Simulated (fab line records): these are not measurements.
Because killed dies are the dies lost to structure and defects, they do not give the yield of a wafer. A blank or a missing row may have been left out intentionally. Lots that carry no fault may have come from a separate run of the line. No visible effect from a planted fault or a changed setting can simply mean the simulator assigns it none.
Struck lot and sound lot, side by side ; flow berkeleyCmos170 ; 44 steps out of a route of 331
Sound: wafers L403.1, L403.2, L403.6. Wafers struck: L410.2, L410.3, L410.5. The cause comes at the end.
At each step with rows: each side's tool, then ch and its chambers, then its first start. Under that, the readings that differ: sound wafers ; struck wafers ; difference of the means ; sigmas: that difference in standard deviations of wafers without a fault.
alike: readings with means less than 2 such deviations apart, plus words and numbers identical on both sides. not compared: withheld readings, readings lacking a value on some wafer, bounds such as >300 that could conceal the same value, and numbers that have no deviation in the record and whose values overlap.
A row with sigmas, a row that says differs or no value, or rows on one side alone: a step with any of these is where the two part. Non-overlapping numbers with no deviation appear without sigmas and do not part them. A reading that every wafer of one side lacks parts them only if that side has two wafers or more.

UCB170_GATE_STRIP_16: strips in O2.
  sound on plasmaAsher-03 ch 0,1, day 6 20:40; struck on plasmaAsher-02 ch 0,1, day 8 17:13
  alike: drypumpMotorCurrentA, oesProductAu
  not compared: rfHoursCounterH
UCB170_GATE_CD_MEAS_90: target cd 350 nm.
  sound on cdSem-02 at day 6 20:47; struck on cdSem-01 at day 8 17:23
  alike: cdNm
then, 7 steps without rows for these wafers: UCB170_GATE_CLEAN_17 (cleans in SPM, time 600 s); UCB170_PLDD_HMDS_00 (prime time 60 s); UCB170_PLDD_COAT_01 (resist thk 900 nm); UCB170_PLDD_SOFTBAKE_02 (time 60 s); UCB170_PLDD_EXPOSE_03 (exposes mask PSELECT, target cd 1200 nm); UCB170_PLDD_PEB_04; UCB170_PLDD_DEVELOP_05 (develop time 45 s).
UCB170_PLDD_CD_MEAS_06: target cd 1200 nm.
  sound on cdSem-01 at day 6 23:20; struck on cdSem-01 at day 8 18:44
  alike: cdNm
UCB170_PLDD_OVL_MEAS_07:
  sound on overlay-02 at day 6 23:28; struck on overlay-02 at day 8 18:50
  alike: PLDD_OVL
then, 1 step without rows for these wafers: UCB170_PLDD_IMPLANT_08.
UCB170_PLDD_IMPLANT_09:
  sound on implanter-03 ch 0, day 6 23:39; struck on implanter-03 ch 0, day 8 19:03
reading;sound;struck;difference;sigmas
implantIonAmu;49 49 49;11 11 11;-38;
model.implant.rpNm (nm);10.46 10.46 10.46;33.37 33.37 33.37;+22.91;
model.implant.drpNm (nm);6.005 6.005 6.005;17.11 17.11 17.11;+11.11;
  alike: beamEnergyKeV
UCB170_PLDD_STRIP_10: strips in O2.
  sound on plasmaAsher-04 ch 0,1, day 6 23:48; struck on plasmaAsher-01 ch 0,1, day 8 19:10
  alike: drypumpMotorCurrentA, oesProductAu, stripTimeToEndpointS
  not compared: rfHoursCounterH
UCB170_PLDD_TW_MEAS_11:
  sound on filmMetro-03 at day 6 23:54; struck on filmMetro-04 at day 8 19:17
reading;sound;struck;difference;sigmas
PLDD_TW;1009 1008 1013;862 860 858;-150;-15
then, 7 steps without rows for these wafers: UCB170_PLDD_CLEAN_12 (cleans in SPM, time 600 s); UCB170_NLDD_HMDS_00 (prime time 60 s); UCB170_NLDD_COAT_01 (resist thk 907.7 nm); UCB170_NLDD_SOFTBAKE_02 (time 60 s); UCB170_NLDD_EXPOSE_03 (exposes mask NSELECT, target cd 1200 nm); UCB170_NLDD_PEB_04; UCB170_NLDD_DEVELOP_05 (develop time 45 s).
UCB170_NLDD_CD_MEAS_06: target cd 1200 nm.
  sound on cdSem-02 at day 7 01:41; struck on cdSem-01 at day 8 20:24
  alike: cdNm
UCB170_NLDD_OVL_MEAS_07:
  sound on overlay-01 at day 7 01:48; struck on overlay-02 at day 8 20:31
  alike: NLDD_OVL
then, 2 steps without rows for these wafers: UCB170_NLDD_IMPLANT_08; UCB170_NLDD_IMPLANT_09.
UCB170_NLDD_STRIP_10: strips in O2.
  sound on plasmaAsher-04 ch 0,1, day 7 02:08; struck on plasmaAsher-02 ch 0,1, day 8 20:50
  alike: drypumpMotorCurrentA, oesProductAu, stripTimeToEndpointS
  not compared: rfHoursCounterH
UCB170_NLDD_TW_MEAS_11:
  sound on filmMetro-02 at day 7 02:14; struck on filmMetro-02 at day 8 20:57
  alike: NLDD_TW
then, 1 step without rows for these wafers: UCB170_NLDD_CLEAN_12 (cleans in SPM, time 600 s).
UCB170_SPACER_CVD_00: deposits SiO2 from TEOS/O2, target thk 376 nm, time 47 s.
  sound on pecvd-04 ch 1,2, day 7 02:32; struck on pecvd-04 ch 0,1,2, day 8 21:19
  alike: heaterPowerW
UCB170_SPACER_THK_MEAS_01:
  sound on filmMetro-01 at day 7 02:35; struck on filmMetro-03 at day 8 21:23
  alike: SPACER_TEOS_THK
then, 1 step without rows for these wafers: UCB170_SPACER_ANNEAL_02 (time 1800 s).
UCB170_SPACER_ETCHBACK_03: etches SiO2 in CHF3/CF4/Ar, stops on Si, target depth 376 nm, time 100 s.
  sound on rieDiel-03 ch 1,3, day 7 09:55; struck on rieDiel-03 ch 0,2,3, day 9 03:58
  alike: drypumpMotorCurrentA, oesProductAu, throttleValvePct
  not compared: rfHoursCounterH
then, 6 steps without rows for these wafers: UCB170_PSD_HMDS_00 (prime time 60 s); UCB170_PSD_COAT_01 (resist thk 900 nm); UCB170_PSD_SOFTBAKE_02 (time 60 s); UCB170_PSD_EXPOSE_03 (exposes mask PSELECT MOD, target cd 1200 nm); UCB170_PSD_PEB_04; UCB170_PSD_DEVELOP_05 (develop time 45 s).
UCB170_PSD_CD_MEAS_06: target cd 1200 nm.
  sound on cdSem-02 at day 7 11:11; struck on cdSem-01 at day 9 05:47
  alike: cdNm
UCB170_PSD_OVL_MEAS_07:
  sound on overlay-01 at day 7 11:19; struck on overlay-02 at day 9 05:53
  alike: PSD_OVL
then, 1 step without rows for these wafers: UCB170_PSD_IMPLANT_08.
UCB170_SDANNEAL_RS_MEAS_04: a four-point-probe measurement.
  sound on filmMetro-02 at day 7 20:04; struck on filmMetro-02 at day 9 10:01
reading;sound;struck;difference;sigmas
PLDD_RS (ohm/sq);1032.9 1030.1 1030.6;937.3 939.3 937.5;-93.2;-32
then, 1 step without rows for these wafers: UCB170_M3_PROBE_99.

WHERE THEY PART
Last at UCB170_SDANNEAL_RS_MEAS_04 as far as this record goes, first at UCB170_PLDD_TW_MEAS_11.

WHY: the cause the simulator had injected
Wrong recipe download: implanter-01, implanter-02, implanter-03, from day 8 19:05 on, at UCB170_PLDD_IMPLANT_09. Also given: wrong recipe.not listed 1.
